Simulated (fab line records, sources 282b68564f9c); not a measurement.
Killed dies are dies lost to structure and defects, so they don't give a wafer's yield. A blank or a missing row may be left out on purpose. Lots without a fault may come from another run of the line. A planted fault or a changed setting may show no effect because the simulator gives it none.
Which tool did it? | flow rit_cmos | 14 lots, 42 wafers sampled, at 2 steps of a route of 202

WHAT THE GAUGES READ, wafer by wafer
RIT_FOX1_THK_MEAS_01.
lot  | measured    | on            | FOX1_OXIDE_THK (nm)
L403 | day 1 20:25 | film_metro-02 | 348 352 342
L404 | day 2 04:05 | film_metro-03 | 351 355 350
L406 | day 2 12:06 | film_metro-03 | 368 362 357
L407 | day 2 15:20 | film_metro-02 | 359 359 367
L408 | day 2 21:28 | film_metro-02 | 354 347 345
L409 | day 3 02:17 | film_metro-03 | 355 357 353
L411 | day 3 10:29 | film_metro-03 | 349 344 346
L412 | day 3 16:45 | film_metro-04 | 346 348 355
L413 | day 3 23:52 | film_metro-02 | 346 346 352
L415 | day 4 10:26 | film_metro-02 | 352 345 347
L417 | day 4 20:20 | film_metro-03 | 353 356 354
L423 | day 6 04:58 | film_metro-03 | 344 344 347
L424 | day 6 11:28 | film_metro-03 | 338 336 340
L425 | day 6 14:40 | film_metro-03 | 348 346 348

RIT_NWELL_OVL_MEAS_06.
lot  | measured    | on         | NWELL_OVL (nm)
L403 | day 2 04:13 | overlay-02 | 2.5 0.9 0.5
L404 | day 2 08:24 | overlay-02 | -0.3 1.5 1.3
L406 | day 2 16:55 | overlay-01 | 1.1 0.3 0.9
L407 | day 2 19:31 | overlay-02 | -1.3 -0.1 -2.7
L408 | day 3 03:00 | overlay-02 | 1.5 -0.8 -0.7
L409 | day 3 08:44 | overlay-02 | 2.1 1.6 -1.1
L411 | day 3 14:53 | overlay-01 | 1.8 1.5 1.0
L412 | day 3 20:12 | overlay-01 | 1.4 0.0 0.5
L413 | day 4 07:26 | overlay-01 | 2.3 1.7 0.6
L415 | day 4 15:27 | overlay-02 | 2.4 0.7 0.0
L417 | day 5 04:29 | overlay-02 | 3.3 3.1 3.6
L423 | day 6 11:58 | overlay-02 | -1.7 -0.2 -0.1
L424 | day 6 17:40 | overlay-01 | 1.6 0.5 -0.2
L425 | day 6 18:01 | overlay-02 | 1.3 2.0 2.9

WHICH TOOL RAN EACH LOT (tool, then ch and the chambers of the sampled wafers, then the start)
The record holds no process step before these readings.

WHAT THE TOOLS THEMSELVES READ (means of the sampled wafers that have a number; where no wafer has one, the mark that the record gives instead)
The record holds no such reading with a usual standard deviation.

THE ANSWER, worked out from the rows above alone
Rule: what is usual is taken from the lots themselves. Put in order of their means at a reading, lots are off if they are a third of the lots or fewer, leave a main group of 4 or more, and stand apart from it by a gap of 3 or more times the standard deviation of the main group's means; of several such gaps the widest counts. A main group whose means are all the same, to the digits that the tables above print for the reading, isn't used. A lot without any number at a reading at which 4 lots or more have one is off too. The other lots that the step has rows for count as sound. The gauges are gone through in route order, then the tools' own readings, and for those a lot's mean is taken as printed above. The first step at which some lot is off is used, and at that step the reading that is off furthest; a lot without a number counts as furthest.
No lot is off at any reading shown: from this, nothing can be told.

WHAT THE SIMULATOR HAD PUT IN
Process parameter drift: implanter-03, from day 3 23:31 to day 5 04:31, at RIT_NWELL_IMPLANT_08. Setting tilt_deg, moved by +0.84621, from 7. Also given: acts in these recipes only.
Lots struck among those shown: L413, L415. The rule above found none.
